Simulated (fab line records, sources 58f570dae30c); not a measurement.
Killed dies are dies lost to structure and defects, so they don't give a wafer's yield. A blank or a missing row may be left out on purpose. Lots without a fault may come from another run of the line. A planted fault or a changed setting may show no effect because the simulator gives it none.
Split-lot experiment | flow berkeley_cmos170 | 5 lots, 23 wafers read, on a route of 331 steps

THE SPLIT
At UCB170_M1_SPUTTER_00 (material Al, target thk 600 nm, time 80 s), the setting power_w was moved away from the recipe's 6000 W on 9 of the 23 wafers read, by +3.2% to +7.8%. The other wafers ran this setting at the recipe's value.

FROM THE SPLIT TO THE READING: what the file shows between them, 1 step
- UCB170_M1_RS_MEAS_01: measures by four-point-probe

THE READING
M1_AL_THK, in nm, at UCB170_M1_THK_MEAS_02 (measures by xrf). Fault-free wafers of this fab line usually give 595 nm, standard deviation 10 nm.

wafer  | tool, chamber at the split | power_w as run, W | against the recipe | M1_AL_THK, nm | against lot-mates on the recipe
L074.1 | pvd_sputter-04, -          | 6000              | recipe             | 591           | -
L074.2 | pvd_sputter-04, -          | 6000              | recipe             | 587           | -
L074.3 | pvd_sputter-04, -          | 6212              | +3.5%              | 601           | +9
L074.4 | pvd_sputter-04, -          | 6000              | recipe             | 597           | -
L074.6 | pvd_sputter-04, -          | 6212              | +3.5%              | 599           | +7
L075.1 | pvd_sputter-02, -          | 6467              | +7.8%              | 639           | +42
L075.2 | pvd_sputter-02, -          | 6467              | +7.8%              | 651           | +54
L075.3 | pvd_sputter-02, -          | 6467              | +7.8%              | 639           | +42
L075.4 | pvd_sputter-02, -          | 6000              | recipe             | 595           | -
L075.5 | pvd_sputter-02, -          | 6000              | recipe             | 599           | -
L077.1 | pvd_sputter-02, -          | 6192              | +3.2%              | 609           | +18
L077.2 | pvd_sputter-02, -          | 6000              | recipe             | 593           | -
L077.4 | pvd_sputter-02, -          | 6192              | +3.2%              | 614           | +23
L077.5 | pvd_sputter-02, -          | 6000              | recipe             | 586           | -
L077.6 | pvd_sputter-02, -          | 6000              | recipe             | 595           | -
L082.1 | pvd_sputter-04, -          | 6345              | +5.8%              | 614           | +25
L082.2 | pvd_sputter-04, -          | 6000              | recipe             | 595           | -
L082.4 | pvd_sputter-04, -          | 6000              | recipe             | 584           | -
L082.5 | pvd_sputter-04, -          | 6345              | +5.8%              | 633           | +44
L082.6 | pvd_sputter-04, -          | 6000              | recipe             | 588           | -
L083.1 | pvd_sputter-04, -          | 6000              | recipe             | 602           | -
L083.2 | pvd_sputter-04, -          | 6000              | recipe             | 603           | -
L083.5 | pvd_sputter-04, -          | 6000              | recipe             | 591           | -

THE FIT
A straight line over all 23 wafers: M1_AL_THK changes by +5.88 nm for each +1% of power_w; r = +0.92; the points scatter about the line by 7.5 nm.
The same after taking each lot's own level away (the mean of its wafers on the recipe; 23 wafers): +5.76 nm for each +1%; r = +0.94; scatter 6.3 nm.
On that fit, the largest move of power_w shifts the reading by 45 nm.
The lots' own levels span 589.0 to 598.7 nm, that is 1.0 times the standard deviation above.
So the lot-to-lot level changes the slope little: the two slopes agree.
Check: with one of the wafers moved furthest among these (+7.8%) left out of the fit, the line predicts +44.8 nm for it against its lot-mates. It came out at +42 nm against them.

OTHER SPLITS ON THESE WAFERS
These wafers also went through other splits before the reading. Each is held against what the fit with the lots' levels taken away leaves over:
other split on the same wafers     | wafers away from the commonest value | r with M1_AL_THK (lot level and that fit taken away)
UCB170_PVT_IMPLANT_07 dose_cm2     | 9                                    | +0.03
UCB170_GATE_CVD_04 time_s          | 18                                   | +0.31
UCB170_GATE_ETCH_14 bias_w         | 7                                    | +0.01
UCB170_PLDD_COAT_01 resist_thk_nm  | 11                                   | +0.08
UCB170_NLDD_EXPOSE_03 dose_mj      | 8                                    | -0.03
UCB170_BACKSIDE_COAT_01 spin_rpm   | 7                                    | +0.19
UCB170_CONTACT_CVD_01 o2_flow_sccm | 10                                   | +0.28

THE WHOLE CHAIN: every reading that the file lists as answering this split, in the file's order
step                  | what it does                              | reading                                                                     | change (the file's fit)               | r (the file's)
UCB170_M1_SPUTTER_00  | material Al, target thk 600 nm, time 80 s | Al_of_M1_SPUTTER_00.thk_nm (the simulator's own value, which no gauge read) | +5.61 nm for each +1% of the setting  | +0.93
UCB170_M1_RS_MEAS_01  | measures by four-point-probe              | M1_AL_RS                                                                    | -0.000438 for each +1% of the setting | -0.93
UCB170_M1_THK_MEAS_02 | measures by xrf                           | M1_AL_THK                                                                   | +5.57 for each +1% of the setting     | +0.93

THE FILE'S OWN FIT
M1_AL_THK changes by +5.57 nm for each +1% of power_w, r = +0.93.
